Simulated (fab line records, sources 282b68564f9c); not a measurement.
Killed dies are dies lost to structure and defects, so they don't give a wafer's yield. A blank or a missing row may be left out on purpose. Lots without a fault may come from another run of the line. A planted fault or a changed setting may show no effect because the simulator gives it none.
fab line records | flow rit_cmos
record lots=13 wafers=39 last_day=7
route steps=202 shown SILICIDE@162
lots that met no fault: from a run of the same line without faults
start_h: hours from the record's first day to the start of the lot's first wafer shown | wait_h: hours since the lot's step before | " the same as in the row above | L1.1+2: a row that stands for several wafers | - no value, or no start given | * or withheld: withheld | < > ~ a bound
route shown NAME@n: a module of which the file shows steps, and the number in the route of the first | usual: mean/standard deviation of fault-free wafers | same: alike in all rows | chamber/n: place in a boat | sites: the reading at each site | _std_site: their standard deviation | _edge_site: outer sites' mean less inner sites' | radius_mm: how far each site lies from the wafer's centre | mask NAME#n: copy n | behind: the tool/chamber that last shaped the wafer | hold: why the lot was held/for how many hours/how that ended | device: the transistor (n, p or np) that didn't switch | end of line: the same wafers' tests at the end of the route | a step without rows: its recipe alone | killed: dies lost to structure and defects at the first sort, not the wafer's yield | map: a wafer's dies, x killed, . not, _ none there
set.NAME: the setting as run; set.NAME@STEP: as run at that earlier step | model.NAME: the simulator's own value behind a step, which no gauge read
steps of the route over a sample of lots; a table a step, a row a wafer
services: from which hour (start_h, from the record's first day; less than 0 if before it) a tool's chamber was out of use, for how many hours, and why
## steps
# step RIT_SILICIDE_SPUTTER_01
# recipe material=Ti target_thk_nm=30 power_w=350 chamber_pressure_pa=0.667 gas=Ar time_s=240 substrate_temp_c=25
# usual cathode_dc_power_W=350.00/0.064 throttle_valve_pct=30.0/0.98
# columns lot.wafer tool chamber start_h wait_h cathode_dc_power_W throttle_valve_pct
L495.1 pvd_sputter-03 - 56.65 0.0 349.99 32.2
L495.4 " - " " 350.01 29.3
L495.5 " - " " 349.91 31.0
L496.1 pvd_sputter-02 - 59.50 0.0 350.04 29.8
L496.2 " - " " 349.85 29.4
L496.5 " - " " 350.06 29.5
L497.2 pvd_sputter-03 - 62.65 0.0 350.00 31.9
L497.3 " - " " 350.04 29.3
L497.6 " - " " 349.98 30.0
L498.1 pvd_sputter-02 - 70.37 0.0 350.02 30.9
L498.5 " - " " 349.94 30.9
L498.6 " - " " 350.08 30.1
L499.2 pvd_sputter-03 - 72.79 0.0 350.00 31.1
L499.4 " - " " 350.07 30.2
L499.6 " - " " 350.07 32.0
L500.2 pvd_sputter-02 - 79.25 0.0 350.00 29.5
L500.3 " - " " 350.04 29.7
L500.5 " - " " 349.91 29.1
L501.2 pvd_sputter-01 - 82.73 0.0 349.92 30.8
L501.3 " - " " 349.94 29.0
L501.6 " - " " 350.01 31.2
L506.1 pvd_sputter-02 - 113.37 0.0 350.06 29.3
L506.2 " - " " 350.03 28.9
L506.5 " - " " 350.02 29.9
L511.2 pvd_sputter-01 - 136.27 0.0 349.92 28.4
L511.3 " - " " 350.05 29.6
L511.6 " - " " 349.93 28.5
L513.1 pvd_sputter-01 - 145.33 0.0 349.93 30.8
L513.3 " - " " 350.01 28.3
L513.4 " - " " 349.97 29.2
L515.1 pvd_sputter-01 - 157.47 0.0 349.95 29.1
L515.3 " - " " 349.96 31.1
L515.5 " - " " 349.98 28.3
L517.4 pvd_sputter-03 - 164.10 0.0 349.95 29.4
L517.5 " - " " 349.95 29.3
L517.6 " - " " 350.05 29.8
L518.2 pvd_sputter-02 - 172.29 0.0 350.05 30.8
L518.4 " - " " 350.11 29.0
L518.6 " - " " 349.99 31.0
# step RIT_SILICIDE_RS_MEAS_02
# recipe thk_meas_gauge=four-point-probe reads=Ti_of_SILICIDE_SPUTTER_01
# usual SILICIDE_TI_RS=47.6/0.67
# columns lot.wafer tool chamber start_h wait_h SILICIDE_TI_RS[ohm/sq]
L495.1 film_metro-02 - 56.80 0.1 48.2
L495.4 " - " " 48.8
L495.5 " - " " 48.8
L496.1 film_metro-04 - 59.65 0.1 46.7
L496.2 " - " " 46.4
L496.5 " - " " 46.2
L497.2 film_metro-01 - 62.82 0.1 48.5
L497.3 " - " " 48.9
L497.6 " - " " 48.6
L498.1 film_metro-01 - 70.56 0.1 47.1
L498.5 " - " " 46.7
L498.6 " - " " 47.3
L499.2 film_metro-01 - 72.96 0.1 47.8
L499.4 " - " " 48.1
L499.6 " - " " 48.2
L500.2 film_metro-01 - 79.42 0.1 48.3
L500.3 " - " " 48.2
L500.5 " - " " 47.9
L501.2 film_metro-02 - 82.90 0.1 47.9
L501.3 " - " " 47.3
L501.6 " - " " 47.6
L506.1 film_metro-04 - 113.52 0.1 47.1
L506.2 " - " " 40.3
L506.5 " - " " 47.4
L511.2 film_metro-04 - 136.44 0.1 47.5
L511.3 " - " " 47.4
L511.6 " - " " 47.6
L513.1 film_metro-02 - 145.48 0.1 47.8
L513.3 " - " " 47.9
L513.4 " - " " 47.9
L515.1 film_metro-01 - 157.62 0.1 47.4
L515.3 " - " " 47.5
L515.5 " - " " 47.6
L517.4 film_metro-02 - 164.31 0.1 49.1
L517.5 " - " " 48.9
L517.6 " - " " 48.7
L518.2 film_metro-01 - 172.46 0.1 47.6
L518.4 " - " " 47.5
L518.6 " - " " 47.7
# step RIT_SILICIDE_THK_MEAS_03
# recipe thk_meas_gauge=xrf reads=Ti_of_SILICIDE_SPUTTER_01
# usual SILICIDE_TI_THK=30.6/0.37
# columns lot.wafer tool chamber start_h wait_h SILICIDE_TI_THK[nm]
L495.1 film_metro-02 - 56.92 0.1 30.1
L495.4 " - " " 29.9
L495.5 " - " " 30.0
L496.1 film_metro-04 - 59.77 0.1 30.9
L496.2 " - " " 31.1
L496.5 " - " " 31.3
L497.2 film_metro-01 - 62.93 0.1 30.3
L497.3 " - " " 29.9
L497.6 " - " " 30.2
L498.1 film_metro-01 - 70.68 0.1 31.1
L498.5 " - " " 31.2
L498.6 " - " " 30.9
L499.2 film_metro-01 - 73.07 0.1 30.5
L499.4 " - " " 30.4
L499.6 " - " " 30.2
L500.2 film_metro-01 - 79.53 0.1 30.2
L500.3 " - " " 30.2
L500.5 " - " " 30.6
L501.2 film_metro-02 - 83.01 0.1 30.5
L501.3 " - " " 30.9
L501.6 " - " " 30.6
L506.1 film_metro-04 - 113.64 0.1 30.8
L506.2 " - " " 34.7
L506.5 " - " " 30.6
L511.2 film_metro-04 - 136.55 0.1 30.5
L511.3 " - " " 30.7
L511.6 " - " " 30.4
L513.1 film_metro-02 - 145.60 0.1 30.5
L513.3 " - " " 30.5
L513.4 " - " " 30.6
L515.1 film_metro-01 - 157.74 0.1 30.8
L515.3 " - " " 30.8
L515.5 " - " " 30.5
L517.4 film_metro-02 - 164.40 0.1 29.8
L517.5 " - " " 29.9
L517.6 " - " " 30.2
L518.2 film_metro-01 - 172.57 0.1 30.5
L518.4 " - " " 30.2
L518.6 " - " " 30.5
## services
# columns tool chamber start_h hours kind
pvd_sputter-02 - 60.53 2.7 repair
pvd_sputter-01 - 70.48 3.5 repair
pvd_sputter-01 - 76.33 2.2 repair
## key
first_sign step=RIT_SILICIDE_RS_MEAS_02 reading=SILICIDE_TI_RS direction=down sigmas=11 usual=47.6 struck=40.3
effect step=RIT_SILICIDE_THK_MEAS_03 reading=SILICIDE_TI_THK direction=up sigmas=11 usual=30.6 struck=34.7
met_at RIT_SILICIDE_SPUTTER_01
struck_lots L506
struck_wafers L506.2
tester_left_out L506
onset_between 79.25 113.37
fault kind=process_parameter_drift tool=pvd_sputter-02 chamber=- onset_h=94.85 steps=RIT_SILICIDE_SPUTTER_01 channel=time_s offset=* shape=step end_h=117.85 stated=* scope=struck_wafers_only
# tester_left_out: of these lots the tester's yield and bins aren't shown, on N5 and GAA mostly nor the transistor test; their killed dies are dies lost to structure and defects alone, not to doping, threshold or leakage, so they don't give the yield
